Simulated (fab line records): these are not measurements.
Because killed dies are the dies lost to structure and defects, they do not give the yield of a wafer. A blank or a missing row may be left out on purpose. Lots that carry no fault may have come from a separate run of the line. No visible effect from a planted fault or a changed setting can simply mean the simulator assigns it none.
Comparing a struck lot with a sound one    flow rit_cmos    17 out of 202 route steps
Sound: the wafers L978.3, L978.5, L978.6. Wafers L990.1, L990.2, L990.3 were the ones struck. The cause comes at the end.
At each step with rows: each side's tool, then ch and its chambers, then its first start. Under that, the readings that differ: sound wafers    struck wafers    difference of the means    sigmas: that difference in standard deviations of wafers without a fault.
alike: same words and numbers on both sides, and readings whose means sit less than 2 such deviations apart. not compared: any withheld reading, any reading some wafer has no value for, any bound like >300 that may hide the same value, and any number with overlapping values for which the record gives no deviation.
A row with sigmas, a row that says differs or no value, or rows on one side alone: a step with any of these is where the two part. Numbers that have no deviation but don't overlap get no sigmas and don't part them. A reading missing from all wafers of one side parts the sides only when that side holds two or more wafers.

RIT_ACTIVE_BOW_MEAS_00:
  sound on film_metro-01 at day 1 15:02; struck on film_metro-04 at day 4 03:00
  alike: INCOMING_BOW
then, 1 step without rows for these wafers: RIT_ACTIVE_OXIDATION_01 (target thk 46.8 nm, ox time 3360 s).
RIT_ACTIVE_THK_MEAS_02:
  sound on film_metro-02 at day 1 18:38; struck on film_metro-02 at day 4 07:16
  alike: ACTIVE_OXIDE_THK
RIT_ACTIVE_CVD_03: deposits Si3N4 from SiH2Cl2/NH3, target thk 150 nm, time 1500 s.
  sound on lpcvd-01 ch 1, day 1 18:40; struck on lpcvd-02 ch 1, day 4 07:20
  no value came back on the struck wafers for nh3_flow_sccm (sccm), pressure_mtorr (mTorr), time_s (s); on the sound wafers nh3_flow_sccm (sccm) reads 149.5 150.1 149.4
then, 6 steps without rows for these wafers: RIT_ACTIVE_HMDS_05 (prime time 60 s); RIT_ACTIVE_COAT_06 (resist thk 1000 nm); RIT_ACTIVE_SOFTBAKE_07 (time 60 s); RIT_ACTIVE_EXPOSE_08 (exposes mask M1, target cd 1400 nm); RIT_ACTIVE_PEB_09; RIT_ACTIVE_DEVELOP_10 (develop time 50 s).
RIT_ACTIVE_CD_MEAS_11: target cd 1400 nm.
  sound on cd_sem-01 at day 1 21:02; struck on cd_sem-01 at day 4 09:46
  alike: cd_nm
then, 1 step without rows for these wafers: RIT_ACTIVE_HARDBAKE_12 (time 60 s).
RIT_ACTIVE_ETCH_13: etches Si3N4 in SF6, stops on SiO2, time 205.4 s, target depth 210 nm.
  sound on rie_diel-01 ch 1,2,3, day 1 21:16; struck on rie_diel-02 ch 0,2,3, day 4 10:07
  alike: chamber_pressure_mTorr, drypump_motor_current_A, oes_product_au, throttle_valve_pct
  not compared: rf_hours_counter_h, model.ACTIVE.feature_depth_nm, model.etch.depth_nm
RIT_ACTIVE_STRIP_14: strips in O2, time 180 s.
  sound on plasma_asher-01 ch 0,1, day 1 21:28; struck on plasma_asher-01 ch 0,1, day 4 10:16
  alike: chamber_pressure_mTorr, drypump_motor_current_A
  not compared: rf_hours_counter_h
RIT_ACTIVE_CD_MEAS_90: target cd 1400 nm.
  sound on cd_sem-01 at day 1 21:37; struck on cd_sem-01 at day 4 10:26
reading     sound                 struck  difference                     sigmas
cd_nm (nm)  1398.3 1399.5 1401.1  - - -   no value on the struck wafers  
then, 1 step without rows for these wafers: RIT_ACTIVE_CLEAN_15 (cleans in SC1, time 600 s).
-- the record jumps here: 3 days lie between the struck wafers' starts before and after (it left off in module ACTIVE and takes up again in module M1, whose first step shown is number 202 of the route) --
RIT_M1_PROBE_99:
  sound on prober-01 at day 3 18:59; struck on prober-01 at day 7 03:05
reading              sound   struck       difference  sigmas
killed_at_front_end  12 4 3  264 264 263  +257        +89
killed_dies          12 4 3  264 264 264  +258        +86
killed_on_rim        2 0 0   70 70 70     +69         +50
killed_short         9 3 1   0 0 0        -4          -2
  alike: killed_at_contacts, killed_open

WHERE THEY PART
At RIT_ACTIVE_CVD_03 first; at RIT_M1_PROBE_99 last (within this record only).

WHY: whatever the simulator had introduced
Skipped step whole: lpcvd-02, from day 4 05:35 on, at RIT_ACTIVE_CVD_03. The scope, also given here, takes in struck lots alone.
